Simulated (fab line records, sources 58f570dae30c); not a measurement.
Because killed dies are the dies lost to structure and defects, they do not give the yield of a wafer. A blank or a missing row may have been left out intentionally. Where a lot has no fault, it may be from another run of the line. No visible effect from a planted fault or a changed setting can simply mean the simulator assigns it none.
Which tool did it? :: flow berkeley cmos170 :: Sampling: 7 lots, 21 wafers, 2 of 331 route steps

WHAT THE GAUGES SHOWED, per wafer
UCB170_ACTIVE_THK_MEAS_06.
lot: L927
measured: day 5 15:07
on: film metro-02
ACTIVE_NITRIDE_THK (nm): 221.2 220.7 220.2

lot: L928
measured: day 5 19:18
on: film metro-02
ACTIVE_NITRIDE_THK (nm): 220.1 222.9 221.2

lot: L932
measured: day 6 04:59
on: film metro-02
ACTIVE_NITRIDE_THK (nm): 219.2 219.0 219.7

lot: L937
measured: day 7 12:43
on: film metro-02
ACTIVE_NITRIDE_THK (nm): 220.7 220.8 221.4

lot: L939
measured: day 7 22:31
on: film metro-04
ACTIVE_NITRIDE_THK (nm): 218.5 221.4 220.0

lot: L943
measured: day 8 14:29
on: film metro-02
ACTIVE_NITRIDE_THK (nm): 217.8 217.7 217.1

lot: L947
measured: day 9 13:14
on: film metro-01
ACTIVE_NITRIDE_THK (nm): 221.8 221.3 223.4

WHICH TOOL RAN EACH LOT (tool, then ch and the chambers of the sampled wafers, then the start)
lot: L927
UCB170_NWELL_ETCH_13: rie diel-04 ch 0,1, day 3 03:57

lot: L928
UCB170_NWELL_ETCH_13: rie diel-03 ch 1,2, day 3 09:46

lot: L932
UCB170_NWELL_ETCH_13: rie diel-04 ch 0,1, day 3 22:22

lot: L937
UCB170_NWELL_ETCH_13: rie diel-02 ch 1,2,3, day 5 06:58

lot: L939
UCB170_NWELL_ETCH_13: rie diel-04 ch 1,3, day 5 21:20

lot: L943
UCB170_NWELL_ETCH_13: rie diel-04 ch 0,1,2, day 6 06:40

lot: L947
UCB170_NWELL_ETCH_13: rie diel-04 ch 0,1,2, day 7 09:59
- UCB170_NWELL_ETCH_13: etches Si3N4 in CH3F/Ar/O2, stops on SiO2, target depth 246.4 nm, time 154 s.

THE ANSWER, worked out from the rows above alone
Rule: the usual values come from the lots themselves. The widest of any qualifying gaps counts: lots, ordered by their means at a reading, are off when they make up no more than a third of the lots, leave a main group of 4 or more, and stand apart from it by 3 or more times the standard deviation of that group's means. A main group is skipped when, at the precision printed for the reading in the tables above, its means are all equal. Also off: a lot with no number at a reading for which 4 or more lots have one. All remaining lots with rows at the step are treated as sound.
Across all readings shown, no lot is off: no conclusion can be drawn from this.

WHAT THE SIMULATOR PUT IN
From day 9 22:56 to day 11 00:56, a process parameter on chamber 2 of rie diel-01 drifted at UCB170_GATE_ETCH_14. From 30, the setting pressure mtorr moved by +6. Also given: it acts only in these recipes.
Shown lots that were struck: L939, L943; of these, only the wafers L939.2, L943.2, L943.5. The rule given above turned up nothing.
